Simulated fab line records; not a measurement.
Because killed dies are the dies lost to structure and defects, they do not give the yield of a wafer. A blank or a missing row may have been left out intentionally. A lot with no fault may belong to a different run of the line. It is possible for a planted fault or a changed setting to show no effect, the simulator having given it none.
Commonality check across tools || flow berkeley cmos170 || Sample size 11 lots and 33 wafers

== THE REASON FOR OPENING IT ==
At UCB170_V2_THK_MEAS_04 the reading V2_POLISHED_THK is flagged on 2 of 11 lots. Fault-free wafers read 1000.0 nm, with a standard deviation of 1.1.
Rule: a lot is flagged in two cases, either no wafer of it has a number, or all its wafers with numbers fall more than 4 standard deviations from that mean. As for the other lots, they are considered sound.

{"lot": "L211", "measured": "day 8 19:52", "on": "film metro-03", "V2_POLISHED_THK (nm), wafer by wafer": "1001.0 1003.4 1001.9", "flag": ""}
{"lot": "L212", "measured": "day 8 22:32", "on": "film metro-04", "V2_POLISHED_THK (nm), wafer by wafer": "998.9 997.8 999.0", "flag": ""}
{"lot": "L213", "measured": "day 9 02:03", "on": "film metro-04", "V2_POLISHED_THK (nm), wafer by wafer": "1001.7 1000.1 998.9", "flag": ""}
{"lot": "L214", "measured": "day 9 05:05", "on": "film metro-03", "V2_POLISHED_THK (nm), wafer by wafer": "1000.6 1001.5 1000.7", "flag": ""}
{"lot": "L224", "measured": "day 11 14:40", "on": "film metro-03", "V2_POLISHED_THK (nm), wafer by wafer": "935.2 934.9 935.2", "flag": "FLAGGED"}
{"lot": "L226", "measured": "day 12 10:08", "on": "film metro-03", "V2_POLISHED_THK (nm), wafer by wafer": "934.8 936.2 938.0", "flag": "FLAGGED"}
{"lot": "L230", "measured": "day 13 01:14", "on": "film metro-01", "V2_POLISHED_THK (nm), wafer by wafer": "999.9 1000.1 1000.5", "flag": ""}
{"lot": "L228", "measured": "day 13 07:07", "on": "film metro-04", "V2_POLISHED_THK (nm), wafer by wafer": "1000.4 999.3 998.1", "flag": ""}
{"lot": "L229", "measured": "day 13 07:36", "on": "film metro-04", "V2_POLISHED_THK (nm), wafer by wafer": "999.2 1001.0 1001.1", "flag": ""}
{"lot": "L232", "measured": "day 13 08:18", "on": "film metro-04", "V2_POLISHED_THK (nm), wafer by wafer": "1000.2 999.7 1000.5", "flag": ""}
{"lot": "L234", "measured": "day 13 16:45", "on": "film metro-04", "V2_POLISHED_THK (nm), wafer by wafer": "999.9 999.3 998.4", "flag": ""}
Average over the flagged lots: 935.7 nm; offset from the usual -64.3 nm, equal to -58 standard deviations.

== EACH LOT AND THE TOOL IT RAN ON ==
The record holds 1 process step before the reading, out of a route of 331 steps. Cell contents, in order: the tool; ch with the chambers the sampled wafers went through; the start.
{"lot": "L211", "flag": "", "UCB170_V2_CVD_00": "pecvd-04 ch 0,1,2, day 8 19:14"}
{"lot": "L212", "flag": "", "UCB170_V2_CVD_00": "pecvd-04 ch 0,1,2, day 8 21:53"}
{"lot": "L213", "flag": "", "UCB170_V2_CVD_00": "pecvd-01 ch 0,2, day 9 01:23"}
{"lot": "L214", "flag": "", "UCB170_V2_CVD_00": "pecvd-02 ch 0,2, day 9 04:28"}
{"lot": "L224", "flag": "FLAGGED", "UCB170_V2_CVD_00": "pecvd-04 ch 0,1,2, day 11 14:02"}
{"lot": "L226", "flag": "FLAGGED", "UCB170_V2_CVD_00": "pecvd-04 ch 0,1,2, day 12 09:30"}
{"lot": "L230", "flag": "", "UCB170_V2_CVD_00": "pecvd-01 ch 0,1,2, day 13 00:36"}
{"lot": "L228", "flag": "", "UCB170_V2_CVD_00": "pecvd-02 ch 0,2, day 13 06:28"}
{"lot": "L229", "flag": "", "UCB170_V2_CVD_00": "pecvd-01 ch 0,1,2, day 13 06:58"}
{"lot": "L232", "flag": "", "UCB170_V2_CVD_00": "pecvd-02 ch 1,2, day 13 07:40"}
{"lot": "L234", "flag": "", "UCB170_V2_CVD_00": "pecvd-02 ch 0,1, day 13 16:06"}
What these steps do:
- UCB170_V2_CVD_00: deposits SiO2 from TEOS/O2, target thk 2000 nm, time 250 s.
- UCB170_V2_THK_MEAS_04

== FLAGGED AGAINST TOTAL, ONE TOOL AT A TIME (gauges that did the reading follow at the end) ==
{"step": "UCB170_V2_CVD_00", "tool": "pecvd-01", "lots run": 3, "flagged": 0, "share of the flagged lots": "none", "sound lots run after its first flagged lot": "-"}
{"step": "UCB170_V2_CVD_00", "tool": "pecvd-02", "lots run": 4, "flagged": 0, "share of the flagged lots": "none", "sound lots run after its first flagged lot": "-"}
{"step": "UCB170_V2_CVD_00", "tool": "pecvd-04", "lots run": 4, "flagged": 2, "share of the flagged lots": "all", "sound lots run after its first flagged lot": 0}
{"step": "UCB170_V2_THK_MEAS_04", "tool": "film metro-01", "lots run": 1, "flagged": 0, "share of the flagged lots": "none", "sound lots run after its first flagged lot": "-"}
{"step": "UCB170_V2_THK_MEAS_04", "tool": "film metro-03", "lots run": 4, "flagged": 2, "share of the flagged lots": "all", "sound lots run after its first flagged lot": 0}
{"step": "UCB170_V2_THK_MEAS_04", "tool": "film metro-04", "lots run": 6, "flagged": 0, "share of the flagged lots": "none", "sound lots run after its first flagged lot": "-"}

== WHAT IS ALLOWED BY THE TABLE ==
Table rows that saw every flagged lot: 2, namely pecvd-04 at UCB170_V2_CVD_00 and film metro-03 at UCB170_V2_THK_MEAS_04.
- pecvd-04 at UCB170_V2_CVD_00: 2 of its 4 lots flagged. A fault beginning between L212 (day 8 21:53), its last sound lot, and L224 (day 11 14:02), its first flagged one, fits the data.
- film metro-03 at UCB170_V2_THK_MEAS_04: 2 of its 4 lots flagged. A fault beginning between L214 (day 9 05:05), its last sound lot, and L224 (day 11 14:40), its first flagged one, fits the data.
Because each of these 2 tools fits a fault that began at some hour, counting lots does not separate them. More lots, or a look at what each step does to the wafer, might.

== WHAT THE SIMULATOR HAD INSERTED ==
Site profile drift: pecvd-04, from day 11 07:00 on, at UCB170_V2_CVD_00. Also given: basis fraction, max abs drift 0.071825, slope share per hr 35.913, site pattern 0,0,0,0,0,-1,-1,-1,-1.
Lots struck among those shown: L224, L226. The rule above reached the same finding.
